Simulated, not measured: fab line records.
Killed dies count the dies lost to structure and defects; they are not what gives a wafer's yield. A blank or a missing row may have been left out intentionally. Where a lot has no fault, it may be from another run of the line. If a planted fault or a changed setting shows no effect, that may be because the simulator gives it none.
What tool caused it? + flow rit-cmos + Sampling: 15 lots, 45 wafers, 4 of 202 route steps

== WHAT THE GAUGES SHOWED, per wafer ==
RIT_ACTIVE_CD_MEAS_11 targets a cd of 1400 nm.
| lot  | measured    | on        | cd-nm (nm)           |
|------|-------------|-----------|----------------------|
| L433 | day 1 14:37 | cd-sem-02 | 1399.3 1397.6 1399.1 |
| L434 | day 1 20:05 | cd-sem-02 | 1401.0 1400.4 1400.9 |
| L435 | day 2 00:35 | cd-sem-02 | 1399.5 1398.3 1397.6 |
| L436 | day 2 05:38 | cd-sem-02 | 1401.6 1399.9 1397.0 |
| L438 | day 2 15:54 | cd-sem-02 | 1404.4 1404.9 1402.1 |
| L445 | day 4 02:28 | cd-sem-01 | 1392.6 1393.6 1392.8 |
| L446 | day 4 07:28 | cd-sem-01 | 1400.8 1396.1 1397.0 |
| L447 | day 4 12:34 | cd-sem-01 | 1401.1 1403.2 1400.3 |
| L448 | day 4 17:26 | cd-sem-02 | 1404.9 1403.2 1404.0 |
| L449 | day 4 22:26 | cd-sem-02 | 1403.4 1401.1 1401.7 |
| L451 | day 5 08:26 | cd-sem-02 | 1397.4 1397.6 1397.8 |
| L452 | day 5 14:16 | cd-sem-01 | 1402.7 1401.7 1400.1 |
| L453 | day 5 18:28 | cd-sem-01 | 1396.9 1399.8 1399.0 |
| L454 | day 5 23:26 | cd-sem-01 | 1400.7 1398.7 1396.9 |
| L456 | day 6 09:28 | cd-sem-01 | 1395.7 1397.4 1396.5 |

RIT_M1_THK_MEAS_02: measures by xrf.
| lot  | measured    | on            | M1_AL_THK (nm) |
|------|-------------|---------------|----------------|
| L433 | day 3 06:53 | film-metro-01 | 405 406 404    |
| L434 | day 3 11:27 | film-metro-02 | 401 400 399    |
| L435 | day 3 16:34 | film-metro-02 | 406 410 404    |
| L436 | day 4 00:28 | film-metro-04 | 401 399 396    |
| L438 | day 4 07:20 | film-metro-02 | 395 396 400    |
| L448 | day 6 07:57 | film-metro-02 | 399 399 399    |
| L449 | day 6 12:28 | film-metro-04 | 406 403 401    |
| L451 | day 7 01:46 | film-metro-01 | 403 398 403    |
| L452 | day 7 05:01 | film-metro-02 | 401 398 400    |
| L453 | day 7 09:53 | film-metro-04 | 400 403 402    |
| L454 | day 7 14:33 | film-metro-01 | 399 393 397    |
| L456 | day 8 01:55 | film-metro-04 | 408 410 409    |

== WHAT TOOL EACH LOT RAN ON (gives the tool, then ch and the chambers of the sampled wafers, and finally the start) ==
| lot  | RIT_FOX2_OXIDATION_00        | RIT_CONTACT_STRIP_12                |
|------|------------------------------|-------------------------------------|
| L433 | furnace-01 ch 0, day 1 17:30 | plasma-asher-03 ch 0,1, day 3 05:50 |
| L434 | furnace-01 ch 0, day 1 23:47 | plasma-asher-02 ch 0,1, day 3 10:24 |
| L435 | furnace-04 ch 0, day 2 03:15 | plasma-asher-03 ch 0,1, day 3 15:28 |
| L436 | furnace-04 ch 0, day 2 10:34 | plasma-asher-03 ch 0,1, day 3 23:24 |
| L438 | furnace-04 ch 0, day 2 18:58 | plasma-asher-01 ch 0, day 4 06:16   |
| L445 | furnace-04, day 4 05:00      | -                                   |
| L446 | furnace-04, day 4 10:55      | -                                   |
| L447 | furnace-04, day 4 15:08      | -                                   |
| L448 | furnace-01 ch 0, day 4 20:01 | plasma-asher-02 ch 0,1, day 6 06:43 |
| L449 | furnace-01 ch 0, day 5 01:01 | plasma-asher-02 ch 0,1, day 6 11:25 |
| L451 | furnace-04 ch 0, day 5 11:25 | plasma-asher-02 ch 0,1, day 7 00:42 |
| L452 | furnace-02 ch 0, day 5 16:55 | plasma-asher-02 ch 0,1, day 7 03:56 |
| L453 | furnace-02 ch 0, day 5 21:51 | plasma-asher-03 ch 0, day 7 08:49   |
| L454 | furnace-01 ch 0, day 6 02:02 | plasma-asher-03 ch 0,1, day 7 13:29 |
| L456 | furnace-02 ch 0, day 6 13:27 | plasma-asher-03 ch 1, day 8 00:50   |
- RIT_FOX2_OXIDATION_00: target thk 350.7 nm, ox time 1130 s.
- RIT_CONTACT_STRIP_12: strips in O2, time 180 s.

== AS READ BY THE TOOLS THEMSELVES (means over the sampled wafers that have a number; for cases with no such wafer, the mark the record gives instead) ==
RIT_FOX2_OXIDATION_00.
| lot  | tool       | ox-temp-c (C) | ox-temp-c-max | spike-tc-source-C (C) |
|------|------------|---------------|---------------|-----------------------|
| L433 | furnace-01 | 1099.7        | 1103.6        | 1123                  |
| L434 | furnace-01 | 1100.5        | 1104.7        | 1123                  |
| L435 | furnace-04 | 1100.4        | 1105.0        | 1125                  |
| L436 | furnace-04 | 1100.1        | 1105.4        | 1125                  |
| L438 | furnace-04 | 1099.7        | 1104.5        | 1124                  |
| L445 | furnace-04 | -             | -             | -                     |
| L446 | furnace-04 | -             | -             | -                     |
| L447 | furnace-04 | -             | -             | -                     |
| L448 | furnace-01 | 1100.1        | 1104.2        | 1122                  |
| L449 | furnace-01 | 1100.0        | 1103.9        | 1123                  |
| L451 | furnace-04 | 1100.5        | 1106.4        | 1124                  |
| L452 | furnace-02 | 1100.3        | 1105.2        | 1131                  |
| L453 | furnace-02 | 1099.8        | 1105.4        | 1130                  |
| L454 | furnace-01 | 1099.9        | 1103.2        | 1121                  |
| L456 | furnace-02 | 1100.5        | 1105.3        | 1131                  |

RIT_CONTACT_STRIP_12.
| lot  | tool            | drypump-motor-current-A (A) |
|------|-----------------|-----------------------------|
| L433 | plasma-asher-03 | 5.1                         |
| L434 | plasma-asher-02 | 5.7                         |
| L435 | plasma-asher-03 | 5.1                         |
| L436 | plasma-asher-03 | 5.1                         |
| L438 | plasma-asher-01 | 5.4                         |
| L448 | plasma-asher-02 | 5.7                         |
| L449 | plasma-asher-02 | 5.3                         |
| L451 | plasma-asher-02 | 5.7                         |
| L452 | plasma-asher-02 | 5.7                         |
| L453 | plasma-asher-03 | 5.8                         |
| L454 | plasma-asher-03 | 5.1                         |
| L456 | plasma-asher-03 | 4.8                         |

== THE ANSWER, worked out from the rows above alone ==
Rule: the usual values come from the lots themselves. The widest of any qualifying gaps counts: lots, ordered by their means at a reading, are off when they make up no more than a third of the lots, leave a main group of 4 or more, and stand apart from it by 3 or more times the standard deviation of that group's means. The tables above print the reading to a certain number of digits; a main group whose means all agree to those digits is not used. A lot without any number at a reading at which 4 lots or more have one is off too. Where the step has rows for the other lots, those lots are counted as sound. After the gauges, taken in route order, come the tools' own readings; for these a lot's mean is taken, as printed above. At the first step where some lot is off, the reading lying furthest off is the one used; lots without a number count as furthest.
Off: L445, L446, L447, at RIT_FOX2_OXIDATION_00 (ox-temp-c). Without a number there: L445, L446, L447. The main group has a mean of 1100.1 C with a standard deviation of 0.3.
A tool fits if, at that step or a process step before it, it ran every lot that is off, and no sound lot after the first of them. None of those tried fits.

== WHAT THE SIMULATOR HAD PUT IN ==
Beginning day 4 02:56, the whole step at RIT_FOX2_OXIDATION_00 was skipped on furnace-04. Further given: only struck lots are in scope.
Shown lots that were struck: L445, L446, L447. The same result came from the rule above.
